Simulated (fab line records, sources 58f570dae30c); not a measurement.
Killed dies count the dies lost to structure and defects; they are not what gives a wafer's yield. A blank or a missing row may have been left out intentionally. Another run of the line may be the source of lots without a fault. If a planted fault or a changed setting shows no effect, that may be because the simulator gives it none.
Which tool did it? / flow berkeley_cmos170 / 14 lots, 42 wafers sampled, at 3 steps of a route of 331

WHAT EACH GAUGE READ, for each wafer
UCB170_V1_THK_MEAS_01. Usual: for V1_TEOS_THK the level is 2003 nm and the standard deviation is 26.
lot=L823; measured=day 7 06:26; on=film_metro-03; V1_TEOS_THK (nm)=1991 1999 2000; flag=
lot=L824; measured=day 7 06:35; on=film_metro-03; V1_TEOS_THK (nm)=1989 1998 1988; flag=
lot=L825; measured=day 7 16:17; on=film_metro-04; V1_TEOS_THK (nm)=2008 1985 1996; flag=
lot=L828; measured=day 8 00:05; on=film_metro-01; V1_TEOS_THK (nm)=1935 1951 1980; flag=
lot=L826; measured=day 8 03:32; on=film_metro-01; V1_TEOS_THK (nm)=1961 1973 2007; flag=
lot=L837; measured=day 10 07:06; on=film_metro-03; V1_TEOS_THK (nm)=1979 1999 1999; flag=
lot=L836; measured=day 10 07:07; on=film_metro-04; V1_TEOS_THK (nm)=2000 2064 2029; flag=
lot=L840; measured=day 11 06:53; on=film_metro-04; V1_TEOS_THK (nm)=2012 2011 2039; flag=
lot=L841; measured=day 11 06:54; on=film_metro-01; V1_TEOS_THK (nm)=2000 2034 2023; flag=
lot=L842; measured=day 11 13:43; on=film_metro-03; V1_TEOS_THK (nm)=2020 2041 2056; flag=
lot=L843; measured=day 12 02:17; on=film_metro-03; V1_TEOS_THK (nm)=2002 1994 2016; flag=
lot=L844; measured=day 12 02:22; on=film_metro-04; V1_TEOS_THK (nm)=1992 2024 2023; flag=
lot=L845; measured=day 12 11:35; on=film_metro-01; V1_TEOS_THK (nm)=1987 1963 2024; flag=
lot=L846; measured=day 13 01:54; on=film_metro-03; V1_TEOS_THK (nm)=2036 2028 2046; flag=

UCB170_V1_BOW_MEAS_03. Usual: for V1_BOW the level is 18 um and the standard deviation is 6.7.
lot=L823; measured=day 7 06:47; on=film_metro-03; V1_BOW (um)=17 13 15; flag=
lot=L824; measured=day 7 07:05; on=film_metro-03; V1_BOW (um)=28 15 16; flag=
lot=L825; measured=day 7 16:38; on=film_metro-03; V1_BOW (um)=18 28 8; flag=
lot=L828; measured=day 8 00:27; on=film_metro-03; V1_BOW (um)=18 25 23; flag=
lot=L826; measured=day 8 03:53; on=film_metro-03; V1_BOW (um)=24 26 27; flag=
lot=L837; measured=day 10 07:28; on=film_metro-03; V1_BOW (um)=11 14 27; flag=
lot=L836; measured=day 10 07:29; on=film_metro-04; V1_BOW (um)=17 12 31; flag=
lot=L840; measured=day 11 07:16; on=film_metro-01; V1_BOW (um)=24 34 22; flag=
lot=L841; measured=day 11 07:17; on=film_metro-04; V1_BOW (um)=25 15 18; flag=
lot=L842; measured=day 11 14:05; on=film_metro-01; V1_BOW (um)=20 21 14; flag=
lot=L843; measured=day 12 02:40; on=film_metro-01; V1_BOW (um)=17 7 26; flag=
lot=L844; measured=day 12 02:43; on=film_metro-03; V1_BOW (um)=24 18 23; flag=
lot=L845; measured=day 12 11:57; on=film_metro-01; V1_BOW (um)=16 21 8; flag=
lot=L846; measured=day 13 02:17; on=film_metro-03; V1_BOW (um)=27 24 23; flag=

UCB170_V1_THK_MEAS_04. Usual: for V1_POLISHED_THK the level is 999.5 nm and the standard deviation is 1.2.
lot=L823; measured=day 7 06:55; on=film_metro-03; V1_POLISHED_THK (nm)=999.9 999.3 1001.0; flag=
lot=L824; measured=day 7 07:13; on=film_metro-03; V1_POLISHED_THK (nm)=1000.7 1000.7 998.4; flag=
lot=L825; measured=day 7 16:46; on=film_metro-03; V1_POLISHED_THK (nm)=1000.9 1000.2 1000.5; flag=
lot=L828; measured=day 8 00:34; on=film_metro-03; V1_POLISHED_THK (nm)=1000.6 1000.7 999.1; flag=
lot=L826; measured=day 8 04:01; on=film_metro-03; V1_POLISHED_THK (nm)=999.3 999.3 1001.4; flag=
lot=L837; measured=day 10 07:35; on=film_metro-03; V1_POLISHED_THK (nm)=999.5 1001.4 1000.1; flag=
lot=L836; measured=day 10 07:35; on=film_metro-04; V1_POLISHED_THK (nm)=1000.6 998.4 998.0; flag=
lot=L840; measured=day 11 07:22; on=film_metro-01; V1_POLISHED_THK (nm)=998.9 998.5 999.7; flag=
lot=L841; measured=day 11 07:23; on=film_metro-04; V1_POLISHED_THK (nm)=1001.0 998.0 999.8; flag=
lot=L842; measured=day 11 14:12; on=film_metro-01; V1_POLISHED_THK (nm)=998.7 997.7 999.1; flag=
lot=L843; measured=day 12 02:46; on=film_metro-01; V1_POLISHED_THK (nm)=998.6 998.1 999.1; flag=
lot=L844; measured=day 12 02:50; on=film_metro-03; V1_POLISHED_THK (nm)=997.4 999.2 999.7; flag=
lot=L845; measured=day 12 12:04; on=film_metro-01; V1_POLISHED_THK (nm)=1000.4 997.1 998.2; flag=
lot=L846; measured=day 13 02:23; on=film_metro-03; V1_POLISHED_THK (nm)=999.0 1000.9 999.1; flag=

WHAT TOOL EACH LOT RAN ON (gives the tool, then ch and the chambers of the sampled wafers, and finally the start)
Before these readings, the record contains no process step.

AS READ BY THE TOOLS THEMSELVES (means over the sampled wafers that have a number; for cases with no such wafer, the mark the record gives instead)
The record holds no such reading with a usual standard deviation.

THE ANSWER, worked out from the rows above alone
Rule: lot off if the mean of its wafers having a number is beyond 3 standard deviations from the usual mean. Also off: a lot with no number at a reading for which 4 or more lots have one. The other lots that the step has rows for count as sound. Order of review: gauges by route order, followed by the tools' own readings, for which a lot's mean as printed above is used. At the first step where some lot is off, the reading lying furthest off is the one used; lots without a number count as furthest.
No lot is off on any of the readings shown, so nothing can be concluded from this.

WHAT THE SIMULATOR PUT IN
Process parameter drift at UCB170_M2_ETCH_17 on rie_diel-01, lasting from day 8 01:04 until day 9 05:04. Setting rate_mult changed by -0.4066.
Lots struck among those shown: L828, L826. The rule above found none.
